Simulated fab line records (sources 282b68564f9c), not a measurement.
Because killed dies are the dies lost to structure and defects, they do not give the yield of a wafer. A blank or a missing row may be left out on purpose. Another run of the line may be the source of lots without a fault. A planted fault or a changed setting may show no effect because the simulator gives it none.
Check for tools in common ; flow rit cmos ; Sampled: 15 lots, 45 wafers

== WHY IT WAS OPENED ==
RIT_SILICIDE_RS_MEAS_02, reading SILICIDE_TI_RS: flagged on 3 of 15 lots. No-fault wafers: 47.6 ohm/sq, standard deviation 0.51.
Rule: a lot is flagged in two cases, either no wafer of it has a number, or all its wafers with numbers fall more than 4 standard deviations from that mean. As for the other lots, they are considered sound.

lot;measured;on;SILICIDE_TI_RS (ohm/sq), wafer by wafer;flag
L226;day 3 03:37;film metro-03;47.5 47.5 47.0;
L227;day 3 08:28;film metro-04;47.6 47.5 47.9;
L228;day 3 13:22;film metro-04;48.6 48.4 47.9;
L229;day 3 21:26;film metro-04;47.6 47.8 47.6;
L230;day 3 23:27;film metro-03;48.5 48.3 48.2;
L231;day 4 04:20;film metro-01;47.2 47.5 47.6;
L232;day 4 08:45;film metro-03;47.6 47.4 47.1;
L237;day 5 08:56;film metro-03;53.6 53.5 52.9;FLAGGED
L238;day 5 15:52;film metro-01;46.5 46.9 47.1;
L239;day 5 21:05;film metro-04;53.8 53.0 53.1;FLAGGED
L240;day 6 00:20;film metro-04;51.7 51.9 52.2;FLAGGED
L243;day 6 15:10;film metro-04;47.7 47.9 47.6;
L245;day 7 01:44;film metro-03;47.1 46.9 47.3;
L247;day 7 11:32;film metro-01;46.3 47.2 47.1;
L249;day 7 22:56;film metro-03;48.4 47.9 47.9;
On average the flagged lots' numbers are 52.9 ohm/sq, which is +5.3 ohm/sq against the usual, or +10 standard deviations.

== TOOL THAT RAN EACH LOT ==
The record holds 1 process step before the reading, out of a route of 202 steps. Every cell lists first the tool, next ch and the chambers used by the sampled wafers, and last the start.
lot;flag;RIT_SILICIDE_SPUTTER_01
L226;;pvd sputter-01, day 3 03:26
L227;;pvd sputter-04, day 3 08:17
L228;;pvd sputter-01, day 3 13:11
L229;;pvd sputter-04, day 3 21:17
L230;;pvd sputter-01, day 3 23:18
L231;;pvd sputter-04, day 4 04:10
L232;;pvd sputter-02, day 4 08:35
L237;FLAGGED;pvd sputter-04, day 5 08:47
L238;;pvd sputter-02, day 5 15:41
L239;FLAGGED;pvd sputter-04, day 5 20:55
L240;FLAGGED;pvd sputter-04, day 6 00:11
L243;;pvd sputter-01, day 6 15:01
L245;;pvd sputter-01, day 7 01:35
L247;;pvd sputter-01, day 7 11:23
L249;;pvd sputter-01, day 7 22:46
These steps, and what they do:
- RIT_SILICIDE_SPUTTER_01: material Ti, target thk 30 nm, time 240 s.
- RIT_SILICIDE_RS_MEAS_02: measures by four-point-probe.

== FLAGGED AGAINST TOTAL, ONE TOOL AT A TIME (gauges that did the reading follow at the end) ==
step;tool;lots run;flagged;share of the flagged lots;sound lots run after its first flagged lot
RIT_SILICIDE_SPUTTER_01;pvd sputter-01;7;0;none;-
RIT_SILICIDE_SPUTTER_01;pvd sputter-02;2;0;none;-
RIT_SILICIDE_SPUTTER_01;pvd sputter-04;6;3;all;0
RIT_SILICIDE_RS_MEAS_02;film metro-01;3;0;none;-
RIT_SILICIDE_RS_MEAS_02;film metro-03;6;1;some;2 (L245,L249)
RIT_SILICIDE_RS_MEAS_02;film metro-04;6;2;some;1 (L243)

== WHAT THE TABLE PERMITS ==
All flagged lots share 1 row of the table, namely pvd sputter-04 at RIT_SILICIDE_SPUTTER_01.
- pvd sputter-04 at RIT_SILICIDE_SPUTTER_01 ran 6 lots, 3 of them flagged. It ran its last sound lot, L231, at day 4 04:10 and its first flagged lot, L237, at day 5 08:47: a fault with its onset between the two fits.
Left over: one tool, pvd sputter-04 at RIT_SILICIDE_SPUTTER_01.

== WHAT THE SIMULATOR PUT IN ==
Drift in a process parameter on pvd sputter-04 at RIT_SILICIDE_SPUTTER_01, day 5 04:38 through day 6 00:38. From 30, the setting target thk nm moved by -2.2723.
Lots struck among those shown: L237, L239, L240. This agrees with what the rule above found.
